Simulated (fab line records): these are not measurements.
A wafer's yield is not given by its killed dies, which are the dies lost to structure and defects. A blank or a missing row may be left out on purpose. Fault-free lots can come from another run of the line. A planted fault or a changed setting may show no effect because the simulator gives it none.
Problem report in the 8D (eight disciplines) form, filled by code || flow berkeley cmos170 || the parts of the form that need people (team, actions taken, sign-off) are left out

1. THE PROBLEM
Wafers without a fault read 30.002, standard deviation 0.0097; beam energy keV at UCB170_NLDD_IMPLANT_09 reads a mean of 27.987 on 9 wafers belonging to 3 lots. So: -99 or more standard deviations from the usual mean.
First observed at day 10 12:18: wafer L121.1, on implanter-04. At this step, 45 wafers from 15 lots have a number in the record. Rule for "out", or "out of limits": more than 4 standard deviations from the usual mean. All remaining wafers that have a number are taken as sound.

2. WHAT IT IS AND WHAT IT IS NOT
{"question": "which readings at this step", "is": "beam energy keV", "is not": "-"}
{"question": "which lots", "is": "L121, L124, L126", "is not": "L108, L109, L110, L113, L117, L118, L119, L120, L125, L127, L129, L130"}
{"question": "which wafers of those lots", "is": "all that have a number", "is not": "-"}
{"question": "read on which tools", "is": "implanter-04", "is not": "implanter-01, implanter-03"}
{"question": "when", "is": "from day 10 12:18", "is not": "up to then (24 sound wafers); but 12 sound wafers of L125, L127, L129, L130 came after"}

3. THE SUSPECTS, EACH WITH WHAT RULES IT OUT
Counting: a tool stays on the suspect list if, at a process step up to the reading, it processed all lots that are out and no sound lot following the first of them.
- implanter-04 at UCB170_NLDD_IMPLANT_09: kept. Every lot that is out went through it, starting with L121 (day 10 12:18), and after that it ran no sound lot; the last sound lot it ran before then is L120 (day 10 11:16). Its own readings are out on those wafers: beam energy keV.
Left after counting: implanter-04 at UCB170_NLDD_IMPLANT_09.

4. THE CAUSE (what the simulator had put in)
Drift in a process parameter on implanter-04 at UCB170_NLDD_IMPLANT_09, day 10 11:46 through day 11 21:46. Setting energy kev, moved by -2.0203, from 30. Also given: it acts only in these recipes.
Only this tool survived the counting.

5. THE CHAIN OF EFFECTS, in route order
Each row: a reading where the mean over the struck wafers with a number is more than 3 standard deviations away from the usual. Readings are gone through only where the record gives a usual standard deviation; hours: the median, over the lots, of the time from a lot's start at the first step in this table giving one to that lot's start at this step; sigmas: the change measured in usual standard deviations.
{"hours": 0, "step": "UCB170_NLDD_IMPLANT_09", "reading": "beam energy keV", "usual": 30.002, "on struck wafers": 27.987, "change": -2.015, "sigmas": "-99 or more"}
The process steps in it:
- UCB170_NLDD_IMPLANT_09

6. WHAT WOULD HAVE CAUGHT IT SOONER
In this record the first reading out of limits was taken at day 10 12:18, 1 hour after the fault began at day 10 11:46.
